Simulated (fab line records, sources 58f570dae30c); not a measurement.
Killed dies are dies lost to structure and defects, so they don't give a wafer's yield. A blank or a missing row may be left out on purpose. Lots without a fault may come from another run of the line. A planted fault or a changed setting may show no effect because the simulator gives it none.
Problem report in the 8D (eight disciplines) form, filled by code | flow berkeley_cmos170 | the parts of the form that need people (team, actions taken, sign-off) are left out

1. THE PROBLEM
beam_energy_keV at UCB170_PLDD_IMPLANT_08 reads a mean of 9.648 on 6 wafers of 2 lots; wafers without a fault read 10.000 with a standard deviation of 0.0033. That is -99 or more standard deviations from the usual mean.
First seen on wafer L969.4, day 9 05:56, on implanter-01. The record holds 42 wafers of 14 lots with a number at this step. Rule for "out", or "out of limits": more than 4 standard deviations from the usual mean. The other wafers with a number count as sound.

2. WHAT IT IS AND WHAT IT IS NOT
question                    | is                     | is not
which readings at this step | beam_energy_keV        | -
which lots                  | L969, L970             | L957, L958, L960, L961, L962, L963, L971, L974, L975, L977, L978, L980
which wafers of those lots  | all that have a number | -
read on which tools         | implanter-01           | implanter-02, implanter-04
when                        | from day 9 05:56       | up to then (18 sound wafers); but 18 sound wafers of L971, L974, L975, L977, L978, L980 came after

3. SUSPECTS, AND WHAT RULES EACH OUT
Counting: a tool at a process step up to the reading stays a suspect if it ran every lot that is out and no sound lot after the first of them.
- implanter-01 at UCB170_PLDD_IMPLANT_08: kept. It ran every lot that is out, first L969 (day 9 05:56), and no sound lot after that; its last sound lot up to then is L960 (day 6 23:13). Its own readings are out on those wafers: beam_energy_keV.
Left after counting: implanter-01 at UCB170_PLDD_IMPLANT_08.

4. THE CAUSE (what the simulator had put in)
Process parameter drift: implanter-01, from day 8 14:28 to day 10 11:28, at UCB170_PLDD_IMPLANT_08. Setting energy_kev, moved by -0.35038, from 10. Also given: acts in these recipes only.
Counting left only this tool.

5. THE CHAIN OF EFFECTS, in route order
Each row: a reading whose mean over the struck wafers that have a number lies more than 3 standard deviations from the usual. Only readings for which the record gives a usual standard deviation are gone through. hours: the time from each lot's start at the first step in this table that gives one to its start at this step, as a median over the lots. sigmas: the change in usual standard deviations.
hours | step                   | reading         | usual  | on struck wafers | change | sigmas
0     | UCB170_PLDD_IMPLANT_08 | beam_energy_keV | 10.000 | 9.648            | -0.352 | -99 or more
The process steps in it:
- UCB170_PLDD_IMPLANT_08

6. WHAT WOULD HAVE CAUGHT IT SOONER
In this record the first reading out of limits was taken at day 9 05:56, 15 hours after the fault began at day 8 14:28.
